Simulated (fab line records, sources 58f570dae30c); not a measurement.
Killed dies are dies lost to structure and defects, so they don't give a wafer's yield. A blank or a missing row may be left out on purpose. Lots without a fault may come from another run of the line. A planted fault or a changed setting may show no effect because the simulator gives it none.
Chamber matching | flow berkeley_cmos170 | UCB170_CONTACT_ETCH_17 on rie_diel-01: 4 sister chambers
The step etches BARC in N2/H2. 8 wafers are shown with their chamber, then 7 later ones without.

WAFERS WITH THEIR CHAMBER
wafer  | chamber | throttle_valve_pct (%) | drypump_motor_current_A (A)
L241.2 | 1       | 13.62                  | 5.7
L241.6 | 0       | 13.35                  | 5.5
L238.5 | 2       | 13.37                  | 6.0
L243.2 | 1       | 13.60                  | 5.8
L243.3 | 0       | 13.35                  | 5.6
L243.5 | 3       | 13.42                  | 6.4
L245.2 | 3       | 13.42                  | 6.4
L245.3 | 2       | 13.36                  | 6.0

WAFERS WITHOUT THEIR CHAMBER
wafer  | throttle_valve_pct (%) | drypump_motor_current_A (A)
L245.4 | 13.36                  | 5.5
L247.1 | 13.37                  | 5.5
L247.3 | 13.42                  | 6.4
L247.5 | 13.42                  | 6.4
L251.2 | 13.61                  | 5.7
L251.5 | 13.41                  | 6.4
L251.6 | 13.35                  | 6.0

WHICH CHAMBER EACH WENT THROUGH
wafer  | from the rows above | in truth
L245.4 | 0                   | 0
L247.1 | 0                   | 0
L247.3 | 3                   | 3
L247.5 | 3                   | 3
L251.2 | 1                   | 1
L251.5 | 3                   | 3
L251.6 | 2                   | 2
Placed correctly: 7 of 7. Can't be placed from these rows: 0. Placed wrongly: 0.
How it was worked out, from the rows above alone: a wafer's distance from a chamber is the root of the sum, over the readings, of the square of ((its reading less the chamber's mean) divided by the reading's scatter). The wafer belongs to the nearest chamber; if the next one is less than 2 further off, it can't be placed. A chamber's mean is the mean of its shown wafers. The scatter: the root of (the sum of the squares of (reading less its chamber's mean) over the shown wafers, divided by (wafers less chambers)).
